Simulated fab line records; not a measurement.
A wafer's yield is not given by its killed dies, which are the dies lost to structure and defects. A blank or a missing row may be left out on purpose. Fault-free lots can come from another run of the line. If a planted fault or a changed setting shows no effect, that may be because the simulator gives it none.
A struck lot beside a sound one || flow ritCmos || 43 steps out of a route of 202
Sound: the wafers L202.1, L202.4, L202.6. Struck: wafers L213.2, L213.6. (L213.5 of the same lot was not struck and is left out.) The cause comes at the end.
Per side, at each step with rows, come the tool, then ch with its chambers, and then its first start. Under that, the readings that differ: sound wafers || struck wafers || difference of the means || sigmas: that difference in standard deviations of wafers without a fault.
alike: same words and numbers on both sides, and readings whose means sit less than 2 such deviations apart. not compared: any withheld reading, any reading some wafer has no value for, any bound like >300 that may hide the same value, and any number with overlapping values for which the record gives no deviation.
A row with sigmas, a row that says differs or no value, or rows on one side alone: a step with any of these is where the two part. Non-overlapping numbers with no deviation appear without sigmas and do not part them. A reading that every wafer of one side lacks parts them only if that side has two wafers or more.

first, 1 step without rows for these wafers: RIT_SPACER_CVD_03 (deposits Si3N4 from SiH2Cl2/NH3, target thk 250 nm, time 3300 s).
RIT_SPACER_THK_MEAS_04:
  sound: filmMetro-02 at day 4 03:27; struck: filmMetro-03 at day 6 11:48
{"reading": "SPACER_NITRIDE_THK (nm)", "sound": "246.8 246.6 245.8", "struck": "251.7 251.7", "difference": "+5.3", "sigmas": "+3"}
RIT_SPACER_ETCHBACK_05: etches Si3N4 in SF6/CHF3, stops on SiO2, target depth 250 nm, time 240 s.
  sound on rieDiel-02 ch 0,1,2, day 4 03:31; struck on rieDiel-01 ch 1,2, day 6 11:51
{"reading": "oesProductAu (a.u.)", "sound": "0.838 0.834 0.813", "struck": "0.853 0.868", "difference": "+0.032", "sigmas": "+2"}
  alike: drypumpMotorCurrentA, throttleValvePct
  not compared: rfHoursCounterH
then, 6 steps without rows for these wafers: RIT_NSD_HMDS_00 (prime time 60 s); RIT_NSD_COAT_01 (resist thk 1000 nm); RIT_NSD_SOFTBAKE_02 (time 60 s); RIT_NSD_EXPOSE_03 (exposes mask M9, target cd 40700 nm); RIT_NSD_PEB_04; RIT_NSD_DEVELOP_05 (develop time 50 s).
RIT_NSD_OVL_MEAS_06:
  sound: overlay-01 at day 4 04:38; struck: overlay-01 at day 6 12:51
  alike: NSD_OVL
then, 2 steps without rows for these wafers: RIT_NSD_HARDBAKE_07 (time 60 s); RIT_NSD_IMPLANT_08.
RIT_NSD_STRIP_09: strips in O2, time 180 s.
  sound on plasmaAsher-02 ch 0,1, day 4 04:59; struck on plasmaAsher-02 ch 0, day 6 13:11
  alike: drypumpMotorCurrentA
  not compared: rfHoursCounterH
RIT_NSD_TW_MEAS_10:
  sound: filmMetro-04 at day 4 05:09; struck: filmMetro-03 at day 6 13:22
{"reading": "NSD_TW", "sound": "3155 3160 3133", "struck": "3068 3067", "difference": -82, "sigmas": -3}
then, 6 steps without rows for these wafers: RIT_PSD_HMDS_00 (prime time 60 s); RIT_PSD_COAT_01 (resist thk 1000 nm); RIT_PSD_SOFTBAKE_02 (time 60 s); RIT_PSD_EXPOSE_03 (exposes mask M10, target cd 40900 nm); RIT_PSD_PEB_04; RIT_PSD_DEVELOP_05 (develop time 50 s).
RIT_PSD_OVL_MEAS_06:
  sound: overlay-01 at day 4 06:11; struck: overlay-01 at day 6 14:24
  alike: PSD_OVL
then, 2 steps without rows for these wafers: RIT_PSD_HARDBAKE_07 (time 60 s); RIT_PSD_IMPLANT_08.
RIT_PSD_STRIP_09: strips in O2, time 180 s.
  sound on plasmaAsher-01 ch 1, day 4 06:31; struck on plasmaAsher-04 ch 0,1, day 6 14:44
  alike: drypumpMotorCurrentA
  not compared: rfHoursCounterH
RIT_PSD_TW_MEAS_10:
  sound: filmMetro-02 at day 4 06:42; struck: filmMetro-02 at day 6 14:55
  alike: PSD_TW
then, 3 steps without rows for these wafers: RIT_SDANNEAL_CLEAN_00 (cleans in SC1, time 600 s); RIT_SDANNEAL_CLEAN_01 (cleans in dHF, time 30 s); RIT_SDANNEAL_CLEAN_02 (cleans in SC2, time 600 s).
RIT_SDANNEAL_RTA_03: time 5 s.
  sound on rtpAnneal-02 ch 0, day 4 07:09; struck on rtpAnneal-01 ch 0, day 6 15:22
  alike: wafer_temp_C_max
RIT_SDANNEAL_RS_MEAS_04: a four-point-probe measurement.
  sound: filmMetro-03 at day 4 07:12; struck: filmMetro-04 at day 6 15:25
  alike: PSD_RS
RIT_SDANNEAL_RS_MEAS_05: a four-point-probe measurement.
  sound: filmMetro-03 at day 4 07:19; struck: filmMetro-04 at day 6 15:32
  alike: NSD_RS
RIT_SDANNEAL_RS_MEAS_06: a four-point-probe measurement.
  sound: filmMetro-03 at day 4 07:26; struck: filmMetro-04 at day 6 15:40
  alike: PLDD_RS
RIT_SDANNEAL_RS_MEAS_07: a four-point-probe measurement.
  sound: filmMetro-03 at day 4 07:34; struck: filmMetro-04 at day 6 15:47
  alike: NLDD_RS
then, 2 steps without rows for these wafers: RIT_SILICIDE_WET_ETCH_00 (etches SiO2 in BOE, target depth 14 nm, time 15 s); RIT_SILICIDE_SPUTTER_01 (material Ti, target thk 30 nm, time 240 s).
RIT_SILICIDE_RS_MEAS_02: a four-point-probe measurement.
  sound: filmMetro-01 at day 4 07:51; struck: filmMetro-01 at day 6 16:04
  alike: SILICIDE_TI_RS
RIT_SILICIDE_THK_MEAS_03: measures by xrf.
  sound: filmMetro-01 at day 4 07:58; struck: filmMetro-01 at day 6 16:11
  alike: SILICIDE_TI_THK
then, 2 steps without rows for these wafers: RIT_SILICIDE_RTA_04 (time 10 s, ramp up 5 s, ramp down 5 s); RIT_SILICIDE_WET_ETCH_05 (etches Ti in SPM, time 120 s).
RIT_SILICIDE_RTA_06: time 10 s, ramp up 5 s, ramp down 10 s.
  sound on rtpAnneal-02 ch 0, day 4 08:08; struck on rtpAnneal-01 ch 0, day 6 16:21
  alike: wafer_temp_C_max
RIT_CONTACT_CVD_00: deposits SiO2 from TEOS, target thk 400 nm, time 62.96 s.
  sound on pecvd-01 ch 0,1, day 4 08:12; struck on pecvd-01 ch 0, day 6 16:25
  alike: heaterPowerW
RIT_CONTACT_THK_MEAS_01:
  sound: filmMetro-04 at day 4 08:15; struck: filmMetro-04 at day 6 16:28
  alike: CONTACT_TEOS_THK
RIT_M1_PROBE_99:
  rows exist in the record for the struck wafers here (prober-02, day 6 23:04), but not for the sound ones

## WHERE THEY PART
Last at RIT_M1_PROBE_99 as far as this record goes, first at RIT_SPACER_THK_MEAS_04.

WHY: what had been put in by the simulator
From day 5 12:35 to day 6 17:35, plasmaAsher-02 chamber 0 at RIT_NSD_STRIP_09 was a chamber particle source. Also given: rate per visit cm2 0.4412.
